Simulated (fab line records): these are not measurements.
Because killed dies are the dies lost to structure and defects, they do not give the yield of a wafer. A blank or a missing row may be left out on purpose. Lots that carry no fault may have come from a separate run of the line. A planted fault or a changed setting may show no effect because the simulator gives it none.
8D (eight disciplines) problem report, filled in by code || flow berkeleyCmos170 || the parts of the form that need people (team, actions taken, sign-off) are left out

1. THE PROBLEM
Mean PWELL_NITRIDE_THK at UCB170_PWELL_THK_MEAS_06: 208.5 nm over 6 wafers in 2 lots; fault-free wafers: 221.3 nm, standard deviation 1.8. That is -7.1 standard deviations from the usual mean.
Earliest sighting: wafer L731.1 on filmMetro-04 at day 5 03:31. The record holds 33 wafers of 11 lots with a number at this step. Rule for "out", or "out of limits": more than 4 standard deviations from the usual mean. The other wafers with a number count as sound.

2. WHAT THIS IS AND IS NOT
{"question": "which readings at this step", "is": "PWELL_NITRIDE_THK", "is not": "-"}
{"question": "which lots", "is": "L731, L733", "is not": "L721, L722, L723, L724, L725, L727, L729, L735, L739"}
{"question": "which wafers of those lots", "is": "all that have a number", "is not": "-"}
{"question": "read on which gauges", "is": "filmMetro-04", "is not": "filmMetro-02, filmMetro-03"}
{"question": "when", "is": "from day 5 03:31", "is not": "up to then (21 sound wafers); but 6 sound wafers of L735, L739 came after"}

3. WHAT RULES OUT EACH SUSPECT
Counting: a tool stays on the suspect list if, at a process step up to the reading, it processed all lots that are out and no sound lot following the first of them.
- ruled out: the gauge at UCB170_PWELL_THK_MEAS_06. All the wafers that are out were read on filmMetro-04, but those of them that UCB170_PWELL_CVD_05 has rows for are out there too, on other tools.
- lpcvd-01 at UCB170_PWELL_CVD_05 (deposits Si3N4 from SiH2Cl2/NH3, target thk 220 nm, time 3300 s): kept. It ran every lot that is out, first L731 (day 5 01:37), and no sound lot after that; its last sound lot up to then is L723 (day 3 11:44). Out on those wafers are its own readings of pressureMtorr.
Remaining after the count: lpcvd-01 at UCB170_PWELL_CVD_05.

4. THE CAUSE (what the simulator had put in)
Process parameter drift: lpcvd-01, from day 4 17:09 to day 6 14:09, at UCB170_PWELL_CVD_05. From 200, the setting pressureMtorr moved by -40. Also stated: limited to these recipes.
This tool alone remained once counting was done.

5. THE EFFECT CHAIN, in route order
Each row: a reading where the mean over the struck wafers with a number is more than 3 standard deviations away from the usual. Scope: only readings with a usual standard deviation given in the record; hours: median across lots of the time from each lot's start at the first step in this table that gives one to its start at this step; sigmas: change in usual standard deviations.
{"hours": 0, "step": "UCB170_PWELL_CVD_05", "reading": "pressureMtorr", "usual": "200.1 mTorr", "on struck wafers": 160.3, "change": -39.8, "sigmas": "-99 or more"}
{"hours": 2, "step": "UCB170_PWELL_THK_MEAS_06", "reading": "PWELL_NITRIDE_THK", "usual": "221.3 nm", "on struck wafers": 208.5, "change": -12.8, "sigmas": -7.1}
Process steps it contains:
- UCB170_PWELL_CVD_05: deposits Si3N4 from SiH2Cl2/NH3, target thk 220 nm, time 3300 s.
Later steps that measure or inspect, where all struck wafers having a row at the step show a number for every such reading and not one has moved that far: UCB170_V1_OVL_MEAS_13, UCB170_M2_CD_MEAS_90.

6. WHAT WOULD HAVE CAUGHT IT SOONER
10 hours passed between the start of the fault at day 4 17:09 and the first reading out of limits at a measuring or inspecting step in this record, taken at day 5 03:31.
Tool's own readings at UCB170_PWELL_CVD_05, pressureMtorr: out on all struck wafers the step has rows for; an alarm limit on them would have tripped on the first.
Among the 2 lots that are out, L733 began UCB170_PWELL_CVD_05 on lpcvd-01 after day 5 03:31. Putting the tool on hold at that point would have spared it.
